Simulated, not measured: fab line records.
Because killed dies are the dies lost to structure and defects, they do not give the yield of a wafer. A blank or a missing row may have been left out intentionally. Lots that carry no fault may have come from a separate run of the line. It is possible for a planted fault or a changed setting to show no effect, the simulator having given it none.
Split-lot experiment ; flow rit-cmos ; 5 lots, 23 wafers read, on a route of 202 steps

== ON THE SPLIT ==
At RIT_M1_COAT_04 (resist thk 1300 nm), the setting spin-rpm was moved away from the recipe's 2000 rpm on 5 of the 23 wafers read, by -4.5% to -2.5%. All remaining wafers had this setting at the recipe value.

== FROM THE SPLIT TO THE READING: what the file shows between them, 2 steps ==
- RIT_M1_SOFTBAKE_05: time 60 s
- RIT_M1_EXPOSE_06: exposes mask M12, target cd 2600 nm

== THE READING ==
NOVOLAK_of_M1_COAT_04.thk-nm (the simulator's own value, which no gauge read), in nm, at RIT_M1_HARDBAKE_11 (time 120 s). There is no usual value for it anywhere in the file. The 18 wafers here that ran the recipe average 1137 nm, standard deviation 2.1 nm.

wafer;tool, chamber at the split;spin-rpm as run, rpm;against the recipe;NOVOLAK_of_M1_COAT_04.thk-nm, nm;against lot-mates on the recipe
L075.2;litho-track-03, 0;2000;recipe;1139;-
L075.3;litho-track-03, 0;2000;recipe;1137;-
L075.4;litho-track-03, 0;2000;recipe;1136;-
L075.5;litho-track-03, 0;2000;recipe;1136;-
L075.6;litho-track-03, 0;2000;recipe;1135;-
L076.1;litho-track-01, 0;2000;recipe;1138;-
L076.2;litho-track-01, 0;1909;-4.5%;1166;+27
L076.3;litho-track-01, 0;1909;-4.5%;1164;+25
L076.5;litho-track-01, 0;2000;recipe;1140;-
L076.6;litho-track-01, 0;2000;recipe;1140;-
L078.1;litho-track-01, 0;2000;recipe;1137;-
L078.2;litho-track-01, 0;2000;recipe;1137;-
L078.6;litho-track-01, 0;2000;recipe;1137;-
L078.3;litho-track-01, 0;2000;recipe;1136;-
L078.5;litho-track-01, 0;2000;recipe;1138;-
L083.3;litho-track-01, 0;2000;recipe;1132;-
L083.5;litho-track-01, 0;2000;recipe;1132;-
L083.4;litho-track-01, 0;2000;recipe;1135;-
L085.1;litho-track-03, 0;1949;-2.5%;1153;+16
L085.2;litho-track-03, 0;2000;recipe;1136;-
L085.3;litho-track-03, 0;2000;recipe;1137;-
L085.4;litho-track-03, 0;1949;-2.5%;1150;+14
L085.6;litho-track-03, 0;1949;-2.5%;1155;+18

THE FIT
A straight line over all 23 wafers: NOVOLAK_of_M1_COAT_04.thk-nm changes by -6.27 nm for each +1% of spin-rpm; r = -0.98; the points scatter about the line by 2.2 nm.
The same after taking each lot's own level away (the mean of its wafers on the recipe; 23 wafers): -5.84 nm for each +1%; r = -0.99; scatter 1.4 nm.
That fit puts the effect of the largest move of spin-rpm on the reading at 27 nm.
Measured against the standard deviation above, the lots' own levels, which go from 1133.0 to 1139.3 nm, span 3.0 times it.
The two slopes are in agreement: the lot-to-lot level therefore moves the slope only a little.
Check: +26.7 nm against its lot-mates is what the line predicts for one of the wafers moved furthest among these (-4.5%) when that wafer is left out of the fit. Against them it came out at +26.7 nm.

== OTHER SPLITS ON THESE WAFERS ==
Before the reading, these wafers also passed through other splits. Each is held against what the fit with the lots' levels taken away leaves over:
other split on the same wafers;wafers away from the commonest value;r with NOVOLAK_of_M1_COAT_04.thk-nm (lot level and that fit taken away)
RIT_NLDD_COAT_01 spin-rpm;6;-0.03
RIT_NLDD_IMPLANT_08 energy-kev;6;-0.11
RIT_SPACER_CVD_03 sih2cl2-flow-sccm;15;-0.05
RIT_PSD_COAT_01 resist-thk-nm;8;-0.03
RIT_CONTACT_COAT_03 spin-rpm;6;+0.16
RIT_CONTACT_ETCH_11 rf-w;8;-0.18

== THE WHOLE CHAIN: every reading that the file lists as answering this split, in the file's order ==
step;what it does;reading;change (the file's fit);r (the file's)
RIT_M1_COAT_04;resist thk 1300 nm;NOVOLAK_of_M1_COAT_04.thk-nm (the simulator's own value, which no gauge read);-6.72 nm for each +1% of the setting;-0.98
RIT_M1_HARDBAKE_11;time 120 s;NOVOLAK_of_M1_COAT_04.thk-nm (the simulator's own value, which no gauge read);-5.77 nm for each +1% of the setting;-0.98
RIT_M1_METAL_ETCH_12;etches Al in Cl2/BCl3, stops on SiO2, time 165 s, target depth 600 nm;NOVOLAK_of_M1_COAT_04.thk-nm (the simulator's own value, which no gauge read);-5.97 nm for each +1% of the setting, in a fit together with over-etch-frac@M1_METAL_ETCH_12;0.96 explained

== THE FILE'S OWN FIT ==
NOVOLAK_of_M1_COAT_04.thk-nm changes by -5.77 nm for each +1% of spin-rpm, r = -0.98.
